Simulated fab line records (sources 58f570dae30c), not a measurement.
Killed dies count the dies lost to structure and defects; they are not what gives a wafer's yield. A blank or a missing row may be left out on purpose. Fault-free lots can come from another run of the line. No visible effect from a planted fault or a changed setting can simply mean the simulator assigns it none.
fab line records | flow berkeley-cmos170
record: lots: 6 | wafers: 18 | last-day: 12
route steps=331 shown M2@290 V2@292
lots that met no fault: taken from a fault-free run of the same line
start-h: the number of hours between the record's first day and the start of the first shown wafer of the lot | wait-h: how many hours have passed since the lot's step before this one | " same as the row above | L1.1+2: several wafers, shown together as one row | - value missing, or start not given | * or withheld: withheld | < > ~ a bound
route shown NAME@n: names a module that has steps shown in the file, with the first one's number in the route | usual: the fault-free wafers' mean and standard deviation | same: alike in all rows | chamber/n: place in a boat | sites: the reading at each site | _std_site: the standard deviation of these | _edge_site: inner sites' mean taken away from outer sites' mean | radius-mm: for every site, how far away it sits from the centre of the wafer | mask NAME#n: copy n | behind: the most recent tool/chamber to have shaped the wafer | hold: what put the lot on hold/how long, in hours/how the hold closed | device: the transistor (n, p or np) that didn't switch | end of line: the route-end tests of the same wafers | a step without rows: its recipe alone | killed: not the wafer's yield, but the dies lost to structure and defects at the first sort | map: the dies of a wafer, with x for killed, . for not killed, _ for no die there
set.NAME: the run value of the setting; set.NAME@STEP: its run value at that earlier step | model.NAME: the simulator's own value behind a step, which no gauge read
certain route steps with their lots: each step a table, each wafer a row
services: when a tool's chamber went out of use (start-h, in hours from the record's first day, below 0 if earlier), for how many hours, and the reason
== steps ==
step: UCB170_M2_STRIP_19
recipe: chemistry: O2 | power-w: 400 | pressure-mtorr: 3500 | platen-temp-c: withheld | o2-flow-sccm: 400 | overash-fraction: 0.5
usual: drypump-motor-current-A: 6.0/0.4 | oes-product-au: 0.539/0.011
lot.wafer | tool            | chamber | start-h | wait-h | drypump-motor-current-A | oes-product-au | rf-hours-counter-h
L474.2    | plasma-asher-02 | 0       | 183.63  | 0.1    | 6.4                     | 0.562          | 48
L474.3    | "               | 1       | "       | "      | 6.2                     | 0.554          | -
L474.5    | "               | 1       | "       | "      | 6.2                     | 0.552          | -
L478.1    | plasma-asher-03 | 1       | 195.33  | 0.2    | 5.5                     | 0.523          | 9
L478.4    | "               | 1       | "       | "      | 5.5                     | 0.524          | -
L478.6    | "               | 0       | "       | "      | 5.8                     | 0.525          | -
L491.2    | plasma-asher-02 | 1       | 270.36  | 0.1    | 6.1                     | 0.542          | 56
L491.4    | "               | 1       | "       | "      | 6.1                     | 0.528          | -
L491.5    | "               | 0       | "       | "      | 6.4                     | 0.528          | -
L492.1    | plasma-asher-04 | 1       | 271.09  | 0.1    | 5.5                     | 0.543          | 57
L492.4    | "               | 1       | "       | "      | 5.5                     | 0.533          | -
L492.5    | "               | 0       | "       | "      | 6.4                     | 0.555          | -
L494.3    | plasma-asher-04 | 0       | 287.12  | 0.1    | 6.4                     | 0.548          | -
L494.4    | "               | 1       | "       | "      | 5.5                     | 0.533          | -
L494.5    | "               | 1       | "       | "      | 5.5                     | 0.541          | -
L495.3    | plasma-asher-02 | 0       | 287.37  | 0.1    | 6.4                     | 0.545          | -
L495.4    | "               | 1       | "       | "      | 6.1                     | 0.531          | -
L495.5    | "               | 0       | "       | "      | 6.4                     | 0.529          | -
step: UCB170_M2_CD_MEAS_90
recipe: target-cd-nm: 700
usual: cd-nm: 700/3
lot.wafer | tool      | chamber | start-h | wait-h | cd-nm
L474.2    | cd-sem-01 | -       | 183.79  | 0.1    | 700
L474.3    | "         | -       | "       | "      | 701
L474.5    | "         | -       | "       | "      | 699
L478.1    | cd-sem-01 | -       | 195.43  | 0.1    | 698
L478.4    | "         | -       | "       | "      | 699
L478.6    | "         | -       | "       | "      | 696
L491.2    | cd-sem-01 | -       | 270.48  | 0.1    | 701
L491.4    | "         | -       | "       | "      | 700
L491.5    | "         | -       | "       | "      | 703
L492.1    | cd-sem-02 | -       | 271.19  | 0.1    | 702
L492.4    | "         | -       | "       | "      | 703
L492.5    | "         | -       | "       | "      | 700
L494.3    | cd-sem-01 | -       | 287.23  | 0.1    | 702
L494.4    | "         | -       | "       | "      | 696
L494.5    | "         | -       | "       | "      | 703
L495.3    | cd-sem-01 | -       | 287.48  | 0.1    | 701
L495.4    | "         | -       | "       | "      | 699
L495.5    | "         | -       | "       | "      | 700
step: UCB170_V2_CVD_00
recipe: material: SiO2 | target-thk-nm: 2000 | temp-c: 390 | precursor: TEOS/O2 | time-s: 250 | rf-w: 550 | pressure-mtorr: 9000
usual: heater-power-w: 262/55 | rf-fwd-power-W: 548.1/1.7
lot.wafer | tool     | chamber | start-h | wait-h | heater-power-w | rf-fwd-power-W | since-wet-clean-h
L474.2    | pecvd-03 | 0       | 183.89  | 0.1    | 222            | 546.0          | 34
L474.3    | "        | 2       | "       | "      | 292            | 551.8          | 34
L474.5    | "        | 0       | "       | "      | 163            | 547.4          | -
L478.1    | pecvd-02 | 2       | 195.55  | 0.1    | 319            | 550.5          | 274
L478.4    | "        | 2       | "       | "      | 229            | 549.6          | -
L478.6    | "        | 1       | "       | "      | 231            | 544.8          | -
L491.2    | pecvd-04 | 1       | 270.58  | 0.1    | 201            | 549.5          | 242
L491.4    | "        | 2       | "       | "      | 268            | 546.4          | -
L491.5    | "        | 2       | "       | "      | 367            | 547.5          | -
L492.1    | pecvd-03 | 0       | 271.31  | 0.1    | 200            | 548.7          | 122
L492.4    | "        | 2       | "       | "      | 340            | 549.2          | -
L492.5    | "        | 0       | "       | "      | 240            | 548.9          | -
L494.3    | pecvd-02 | 1       | 287.38  | 0.1    | 314            | 547.6          | -
L494.4    | "        | 2       | "       | "      | 331            | 549.4          | -
L494.5    | "        | 1       | "       | "      | 233            | 548.6          | -
L495.3    | pecvd-03 | 0       | 287.56  | 0.1    | 175            | 546.9          | 138
L495.4    | "        | 2       | "       | "      | 258            | 547.7          | -
L495.5    | "        | 1       | "       | "      | 236            | 549.6          | -
step: UCB170_V2_THK_MEAS_01
recipe: reads: SiO2_of_V2_CVD_00
usual: V2_TEOS_THK: 1997/27
lot.wafer | tool          | chamber | start-h | wait-h | V2_TEOS_THK[nm]
L474.2    | film-metro-03 | -       | 184.06  | 0.1    | 1983
L474.3    | "             | -       | "       | "      | 1969
L474.5    | "             | -       | "       | "      | 2007
L478.1    | film-metro-04 | -       | 195.71  | 0.1    | 1976
L478.4    | "             | -       | "       | "      | 1997
L478.6    | "             | -       | "       | "      | 1977
L491.2    | film-metro-03 | -       | 270.82  | 0.2    | 1921
L491.4    | "             | -       | "       | "      | 1991
L491.5    | "             | -       | "       | "      | 1980
L492.1    | film-metro-03 | -       | 271.47  | 0.1    | 2008
L492.4    | "             | -       | "       | "      | 2028
L492.5    | "             | -       | "       | "      | 1995
L494.3    | film-metro-03 | -       | 287.56  | 0.1    | 1986
L494.4    | "             | -       | "       | "      | 2042
L494.5    | "             | -       | "       | "      | 2011
L495.3    | film-metro-01 | -       | 287.74  | 0.1    | 1965
L495.4    | "             | -       | "       | "      | 2005
L495.5    | "             | -       | "       | "      | 2026
step: UCB170_V2_CMP_02
recipe: material: SiO2 | down-force-psi: 6 | platen-rpm: 60 | pad-velocity-m-s: 0.75398
usual: motor-current-A: 15.7/2 | platen-rpm: 60.00/0.037
lot.wafer | tool   | chamber | start-h | wait-h | motor-current-A | platen-rpm
L474.3    | cmp-02 | 2       | 184.11  | 0.0    | 15.7            | 59.94
L474.2    | "      | 0       | "       | "      | 18.1            | 60.06
L474.5    | "      | 3       | "       | "      | 13.4            | 60.04
L478.4    | cmp-01 | 1       | 195.87  | 0.1    | 17.7            | 59.92
L478.1    | "      | 2       | "       | "      | 15.1            | 60.00
L478.6    | "      | 3       | "       | "      | 15.0            | 59.99
L491.2    | cmp-01 | 2       | 270.87  | 0.0    | 15.2            | 60.06
L491.4    | "      | 1       | "       | "      | 19.3            | 60.04
L491.5    | "      | 2       | "       | "      | 15.5            | 60.04
L492.1    | cmp-02 | 3       | 271.58  | 0.1    | 13.0            | 59.92
L492.4    | "      | 0       | "       | "      | 18.2            | 60.01
L492.5    | "      | 2       | "       | "      | 14.9            | 59.98
L494.4    | cmp-02 | 0       | 287.60  | 0.0    | 18.4            | 59.96
L494.3    | "      | 1       | "       | "      | 17.3            | 60.03
L494.5    | "      | 0       | "       | "      | 17.4            | 59.96
L495.4    | cmp-01 | 2       | 287.83  | 0.1    | 14.3            | 60.01
L495.3    | "      | 3       | "       | "      | 15.3            | 60.01
L495.5    | "      | 2       | "       | "      | 15.6            | 59.98
step: UCB170_V2_BOW_MEAS_03
recipe: mode: bow
usual: V2_BOW: 37/6.4
lot.wafer | tool          | chamber | start-h | wait-h | V2_BOW[um]
L474.2    | film-metro-04 | -       | 184.43  | 0.2    | 32
L474.3    | "             | -       | "       | "      | 23
L474.5    | "             | -       | "       | "      | 35
L478.1    | film-metro-04 | -       | 196.07  | 0.1    | 36
L478.4    | "             | -       | "       | "      | 28
L478.6    | "             | -       | "       | "      | 41
L491.2    | film-metro-01 | -       | 271.19  | 0.3    | 39
L491.4    | "             | -       | "       | "      | 41
L491.5    | "             | -       | "       | "      | 38
L492.1    | film-metro-03 | -       | 271.83  | 0.2    | 43
L492.4    | "             | -       | "       | "      | 32
L492.5    | "             | -       | "       | "      | 41
L494.3    | film-metro-04 | -       | 287.94  | 0.2    | 28
L494.4    | "             | -       | "       | "      | 52
L494.5    | "             | -       | "       | "      | 36
L495.3    | film-metro-03 | -       | 288.12  | 0.2    | 42
L495.4    | "             | -       | "       | "      | 36
L495.5    | "             | -       | "       | "      | 43
step: UCB170_V2_THK_MEAS_04
recipe: reads: SiO2_of_V2_CVD_00
usual: V2_POLISHED_THK: 1000.0/1.4
lot.wafer | tool          | chamber | start-h | wait-h | V2_POLISHED_THK[nm]
L474.2    | film-metro-04 | -       | 184.54  | 0.1    | 1002.7
L474.3    | "             | -       | "       | "      | 1000.2
L474.5    | "             | -       | "       | "      | 1002.4
L478.1    | film-metro-04 | -       | 196.19  | 0.1    | 1000.8
L478.4    | "             | -       | "       | "      | 1000.2
L478.6    | "             | -       | "       | "      | 1001.5
L491.2    | film-metro-01 | -       | 271.30  | 0.1    | 1000.0
L491.4    | "             | -       | "       | "      | 997.4
L491.5    | "             | -       | "       | "      | 999.2
L492.1    | film-metro-03 | -       | 271.95  | 0.1    | 998.1
L492.4    | "             | -       | "       | "      | 999.4
L492.5    | "             | -       | "       | "      | 997.5
L494.3    | film-metro-04 | -       | 288.04  | 0.1    | 1000.0
L494.4    | "             | -       | "       | "      | 1000.8
L494.5    | "             | -       | "       | "      | 1000.2
L495.3    | film-metro-03 | -       | 288.22  | 0.1    | 1000.6
L495.4    | "             | -       | "       | "      | 1000.7
L495.5    | "             | -       | "       | "      | 999.6
step: UCB170_V2_CLEAN_05
recipe: chemistry: DIW
step: UCB170_V2_HMDS_06
recipe: prime-time-s: 60 | prime-temp-c: 100
step: UCB170_V2_COAT_07
recipe: resist: KrF | spin-rpm: 1500 | resist-thk-nm: 900
step: UCB170_V2_SOFTBAKE_08
recipe: resist: KrF | temp-c: 130 | time-s: 60
step: UCB170_V2_EXPOSE_09
recipe: mask-id: VIA2 | target-cd-nm: 700 | na: 0.5 | sigma-outer: 0.6 | source-shape: conventional | dose-mj: 37
step: UCB170_V2_PEB_10
recipe: peb-temp-c: 130 | peb-time-s: withheld | resist: KrF
usual: chill-plate-temp-C: 23.01/0.098 | exhaust-pa: 45.1/0.87
lot.wafer | tool           | chamber | start-h | wait-h | chill-plate-temp-C | exhaust-pa
L474.2    | litho-track-01 | 0       | 185.93  | 0.1    | 23.06              | 46.0
L474.3    | "              | 0       | "       | "      | 22.93              | 45.0
L474.5    | "              | 0       | "       | "      | 23.03              | 44.6
L478.1    | litho-track-04 | 0       | 198.93  | 0.1    | 22.97              | 45.0
L478.4    | "              | 0       | "       | "      | 23.14              | 46.5
L478.6    | "              | 0       | "       | "      | 22.96              | 44.9
L491.2    | litho-track-04 | -       | 272.14  | 0.1    | -                  | -
L491.4    | "              | -       | "       | "      | -                  | -
L491.5    | "              | -       | "       | "      | -                  | -
L492.1    | litho-track-02 | -       | 272.76  | 0.1    | -                  | -
L492.4    | "              | -       | "       | "      | -                  | -
L492.5    | "              | -       | "       | "      | -                  | -
L494.3    | litho-track-02 | 0       | 289.00  | 0.1    | 23.14              | 45.9
L494.4    | "              | 0       | "       | "      | 23.13              | 45.5
L494.5    | "              | 0       | "       | "      | 23.10              | 46.2
L495.3    | litho-track-04 | 0       | 289.24  | 0.1    | 22.83              | 46.3
L495.4    | "              | 0       | "       | "      | 22.89              | 45.8
L495.5    | "              | 0       | "       | "      | 22.97              | 45.8
step: UCB170_V2_DEVELOP_11
recipe: developer: TMAH | develop-time-s: 45 | resist: KrF | dev-temp-c: 21
== services ==
tool            | chamber | start-h | hours | kind
plasma-asher-03 | -       | 218.62  | 8.3   | repair
pecvd-03        | -       | 226.57  | 28.1  | pm
pecvd-04        | -       | 230.16  | 14.6  | pm
cmp-01          | -       | 232.00  | 4.0   | pm
cmp-01          | -       | 236.00  | -     | consumable-replace:conditioner
cmp-01          | -       | 236.00  | -     | consumable-replace:pad
plasma-asher-02 | -       | 236.25  | 7.7   | repair
pecvd-02        | -       | 241.26  | 1.5   | repair
pecvd-03        | -       | 254.67  | 2.8   | pm
pecvd-04        | 0       | 263.01  | 8.9   | repair
pecvd-02        | 0       | 283.42  | 6.5   | repair
== key ==
first-sign: step: UCB170_V2_PEB_10 | reading: tool-record | direction: missing
effect none on later readings
met-at UCB170_V2_PEB_10
struck-wafers L491.2,L491.4,L491.5,L492.1,L492.4,L492.5
later-rows-left-out L491.2,L491.4,L491.5,L492.1,L492.4,L492.5
sort-left-out L491.2,L491.4,L491.5,L492.1,L492.4,L492.5
onset-between 198.93 272.14
fault: kind: skipped-step-whole | tool: litho-track-02,litho-track-04 | chamber: - | onset-h: 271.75 | steps: UCB170_V2_PEB_10 | scope: struck-lots-only
sort-left-out: the simulated sort isn't trusted on such a fault, so these wafers' sort isn't shown, and their yield isn't known
later-rows-left-out: the simulator's readings of these wafers behind a module that went badly wrong aren't trusted and aren't shown, but for the sort
